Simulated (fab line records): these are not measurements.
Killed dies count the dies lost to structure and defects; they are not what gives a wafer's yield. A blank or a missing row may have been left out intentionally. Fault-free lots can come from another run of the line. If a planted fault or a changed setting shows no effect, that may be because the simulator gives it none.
Problem report in the 8D (eight disciplines) form, filled by code	flow berkeleyCmos170	the parts of the form that need people (team, actions taken, sign-off) are left out

== 1. WHAT IS WRONG ==
Wafers without a fault read 30.001, standard deviation 0.0085; beamEnergyKeV at UCB170_PVT_IMPLANT_07 reads a mean of 28.942 on 6 wafers belonging to 2 lots. That is -99 or more standard deviations from the usual mean.
First seen on wafer L610.1, day 11 06:35, on implanter-01. Wafers with a number at this step in the record: 18, from 6 lots. The rule behind "out" and "out of limits": a value lying over 4 standard deviations away from the usual mean. The rest of the wafers with a number are treated as sound.

== 2. WHAT IT IS, WHAT IT ISN'T ==
question	is	is not
which readings at this step	beamEnergyKeV	tiltDeg
which lots	L610, L612	L595, L600, L604, L613
which wafers of those lots	all that have a number	-
read on which tools	implanter-01	implanter-03
when	from day 11 06:35	up to then (12 sound wafers)

== 3. WHAT RULES OUT EACH SUSPECT ==
Counting: a tool at any process step up to the reading remains a suspect when it ran all the lots that are out and ran no sound lot after the first of those.
- plasmaAsher-01 at UCB170_NVT_STRIP_08 (strips in O2): kept. Every lot that is out went through it, starting with L610 (day 11 05:14), and after that it ran no sound lot; the last sound lot it ran before then is L604 (day 9 15:14).
- implanter-01 at UCB170_PVT_IMPLANT_07: kept. Every lot that is out went through it, starting with L610 (day 11 06:35), and after that it ran no sound lot; the last sound lot it ran before then is L600 (day 9 16:53). Its own readings are out on those wafers: beamEnergyKeV.
The count leaves implanter-01 at UCB170_PVT_IMPLANT_07 and plasmaAsher-01 at UCB170_NVT_STRIP_08.

== 4. THE CAUSE (what the simulator had put in) ==
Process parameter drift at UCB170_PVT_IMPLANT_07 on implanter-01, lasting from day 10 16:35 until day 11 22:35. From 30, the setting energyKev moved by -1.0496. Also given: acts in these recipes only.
Counting leaves 2 suspects; this tool is one of them.

== 5. THE EFFECT CHAIN, in route order ==
Rows list readings where the struck wafers' mean (over those with a number) sits beyond 3 standard deviations from the usual. Only readings whose record carries a usual standard deviation are examined. hours: median over the lots of the time between each lot's start at the first step of this table that gives one and its start at this step. sigmas: the change, counted in usual standard deviations.
hours	step	reading	usual	on struck wafers	change	sigmas
0	UCB170_PVT_IMPLANT_07	beamEnergyKeV	30.001	28.942	-1.059	-99 or more
Process steps it contains:
- UCB170_PVT_IMPLANT_07

== 6. HOW IT WOULD HAVE BEEN CAUGHT EARLIER ==
First out-of-limits reading in this record: day 11 06:35, which is 14 hours after fault onset at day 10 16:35.
